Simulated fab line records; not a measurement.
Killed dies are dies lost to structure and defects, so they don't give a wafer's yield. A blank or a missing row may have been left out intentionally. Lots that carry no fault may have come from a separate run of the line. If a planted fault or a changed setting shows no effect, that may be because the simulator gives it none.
One fault through the eyes of 2 desks ; flow berkeley-cmos170 ; what lay behind the numbers comes last; until then each desk has only its own

== TOOL OWNER'S DESK, implanter-04 ==
UCB170_PVT_IMPLANT_07, tool's own readings: per-lot mean of the sampled wafers with a number, covering each lot this tool ran. A lot is out of limits, marked OUT, if its mean lies more than 4 standard deviations from the usual mean; the brackets give that distance.
Columns: A = dose-ions-cm2 at UCB170_PVT_IMPLANT_07, usual 2.0004e+12
lot;first seen here;A
L836;day 7 01:56;1.9991e+12
L839;day 7 10:08;2.0010e+12
L841;day 7 20:31;1.9991e+12
L845;day 8 09:32;2.0012e+12
L847;day 8 23:09;2.0005e+12
L850;day 9 16:44;1.9251e+12 (-33) OUT
L853;day 9 20:31;1.9255e+12 (-33) OUT
This desk's verdict: out of limits on L850, L853, starting with L850 at day 9 16:44 (dose-ions-cm2 at UCB170_PVT_IMPLANT_07). In limits: L836, L839, L841, L845, L847.

== THE METROLOGY DESK ==
Lot by lot, what the gauges showed, no matter which tool ran the lot: averages of those sampled wafers that carry a number. A lot is out of limits, marked OUT, if its mean lies more than 4 standard deviations from the usual mean; the brackets give that distance.
Columns: A = CONTACT_OVL at UCB170_CONTACT_OVL_MEAS_16, usual -4 nm; B = cd-nm at UCB170_M1_CD_MEAS_09, usual 699.8 nm; C = V2_POLISHED_THK at UCB170_V2_THK_MEAS_04, usual 1000.4 nm
lot;first seen here;A;B;C
L837;day 8 20:22;4;700.5;999.5
L836;day 8 21:03;-11;701.0;999.8
L838;day 9 03:01;-5;697.8;997.6
L839;day 9 03:17;-3;697.7;999.8
L841;day 9 06:58;9;699.8;1001.1
L840;day 9 13:42;-1;699.4;1001.9
L842;day 9 23:37;-12;699.8;999.8
L844;day 10 03:43;-7;699.8;1000.8
L845;day 10 04:38;6;702.7;1000.7
L846;day 10 13:14;-6;699.8;1000.3
L847;day 10 13:41;-1;699.1;1000.3
L848;day 11 01:05;-2;699.9;1000.9
L850;day 11 03:29;-6;697.3;1000.2
L853;day 11 04:59;-8;699.7;1001.1
This desk's verdict: no lot among the 14 shows anything out of limits.

== PUT TOGETHER ==
An alarm could have come from the tool owner's desk at day 9 16:44, on L850, L853.
From the metrology desk's view, nothing was out of limits.
The metrology desk holds a record of L850, L853, inside its limits.
Every lot named ran UCB170_PVT_IMPLANT_07 on implanter-04.

== WHAT WAS PUT IN BY THE SIMULATOR ==
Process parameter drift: implanter-04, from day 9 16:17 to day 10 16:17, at UCB170_PVT_IMPLANT_07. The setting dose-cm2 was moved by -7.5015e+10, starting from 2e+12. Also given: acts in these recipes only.
Struck lots among those shown: L850, L853.
How many hours passed from the start of the fault until each desk's first out-of-limits reading: the tool owner's desk, 0.
